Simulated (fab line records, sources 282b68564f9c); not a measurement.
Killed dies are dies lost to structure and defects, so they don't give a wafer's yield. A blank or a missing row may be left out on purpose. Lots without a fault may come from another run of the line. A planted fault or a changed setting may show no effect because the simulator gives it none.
Split-lot experiment | flow rit_cmos | 5 lots, 23 wafers read, on a route of 202 steps

THE SPLIT
At RIT_CONTACT_DEVELOP_07 (develop time 120 s), the setting develop_time_s was moved away from the recipe's 120 s on 11 of the 23 wafers read, by -13.0% to +12.8%. The other wafers ran this setting at the recipe's value.

FROM THE SPLIT TO THE READING: what the file shows between them, 4 steps
- RIT_CONTACT_CD_MEAS_08: target cd 1000 nm
- RIT_CONTACT_HARDBAKE_10: time 60 s
- RIT_CONTACT_ETCH_11: etches SiO2 in CHF3/CF4/Ar, stops on TiSi2, target depth 480 nm, time 320 s
- RIT_CONTACT_STRIP_12: strips in O2, time 180 s

THE READING
cd_nm, in nm, at RIT_CONTACT_CD_MEAS_90 (target cd 1000 nm). Fault-free wafers of this fab line usually give 998.7 nm, standard deviation 2 nm.

wafer  | tool, chamber at the split | develop_time_s as run, s | against the recipe | cd_nm, nm | against lot-mates on the recipe
L075.2 | litho_track-02, 0          | 120                      | recipe             | 999.5     | -
L075.3 | litho_track-02, 0          | 113.1                    | -5.8%              | 992.9     | -6.0
L075.4 | litho_track-02, 0          | 113.1                    | -5.8%              | 995.4     | -3.5
L075.5 | litho_track-02, 0          | 120                      | recipe             | 997.9     | -
L075.6 | litho_track-02, 0          | 120                      | recipe             | 999.2     | -
L077.1 | litho_track-03, 0          | 105.5                    | -12.1%             | 988.4     | -10.0
L077.3 | litho_track-03, 0          | 105.5                    | -12.1%             | 987.7     | -10.7
L077.4 | litho_track-03, 0          | 120                      | recipe             | 997.2     | -
L077.5 | litho_track-03, 0          | 105.5                    | -12.1%             | 988.5     | -9.9
L077.6 | litho_track-03, 0          | 120                      | recipe             | 999.6     | -
L078.1 | litho_track-03, 0          | 135.3                    | +12.8%             | 1006.5    | +10.7
L078.2 | litho_track-03, 0          | 120                      | recipe             | 996.3     | -
L078.3 | litho_track-03, 0          | 135.3                    | +12.8%             | 1005.2    | +9.4
L078.4 | litho_track-03, 0          | 120                      | recipe             | 995.4     | -
L078.6 | litho_track-03, 0          | 135.3                    | +12.8%             | 1004.6    | +8.8
L081.1 | litho_track-03, 0          | 120                      | recipe             | 998.6     | -
L081.5 | litho_track-03, 0          | 120                      | recipe             | 999.6     | -
L081.6 | litho_track-03, 0          | 120                      | recipe             | 998.8     | -
L085.1 | litho_track-02, 0          | 104.4                    | -13.0%             | 984.2     | -14.9
L085.2 | litho_track-02, 0          | 104.4                    | -13.0%             | 988.5     | -10.6
L085.3 | litho_track-02, 0          | 104.4                    | -13.0%             | 986.3     | -12.9
L085.5 | litho_track-02, 0          | 120                      | recipe             | 998.9     | -
L085.6 | litho_track-02, 0          | 120                      | recipe             | 999.4     | -

THE FIT
A straight line over all 23 wafers: cd_nm changes by +0.747 nm for each +1% of develop_time_s; r = +0.96; the points scatter about the line by 1.7 nm.
The same after taking each lot's own level away (the mean of its wafers on the recipe; 23 wafers): +0.849 nm for each +1%; r = +0.98; scatter 1.2 nm.
On that fit, the largest move of develop_time_s shifts the reading by 11 nm.
The lots' own levels span 995.85 to 999.15 nm, that is 1.7 times the standard deviation above.
So the lot-to-lot level changes the slope: the two fits differ.
Check: with one of the wafers moved furthest among these (-13.0%) left out of the fit, the line predicts -10.9 nm for it against its lot-mates. It came out at -14.9 nm against them.

OTHER SPLITS ON THESE WAFERS
These wafers also went through other splits before the reading. Each is held against what the fit with the lots' levels taken away leaves over:
other split on the same wafers | wafers away from the commonest value | r with cd_nm (lot level and that fit taken away)
RIT_GATE_DEVELOP_15 dev_temp_c | 11                                   | +0.05
RIT_NSD_IMPLANT_08 energy_kev  | 9                                    | +0.03
RIT_PSD_IMPLANT_08 energy_kev  | 8                                    | -0.13
RIT_CONTACT_CVD_00 time_s      | 9                                    | +0.06

THE WHOLE CHAIN: every reading that the file lists as answering this split, in the file's order
step                   | what it does                                                                | reading                                                        | change (the file's fit)               | r (the file's)
RIT_CONTACT_CD_MEAS_08 | target cd 1000 nm                                                           | cd_nm                                                          | +0.837 nm for each +1% of the setting | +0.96
RIT_CONTACT_ETCH_11    | etches SiO2 in CHF3/CF4/Ar, stops on TiSi2, target depth 480 nm, time 320 s | CONTACT.cd_nm (the simulator's own value, which no gauge read) | +0.854 nm for each +1% of the setting | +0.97
RIT_CONTACT_CD_MEAS_90 | target cd 1000 nm                                                           | cd_nm                                                          | +0.86 nm for each +1% of the setting  | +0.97

THE FILE'S OWN FIT
cd_nm changes by +0.86 nm for each +1% of develop_time_s, r = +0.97.
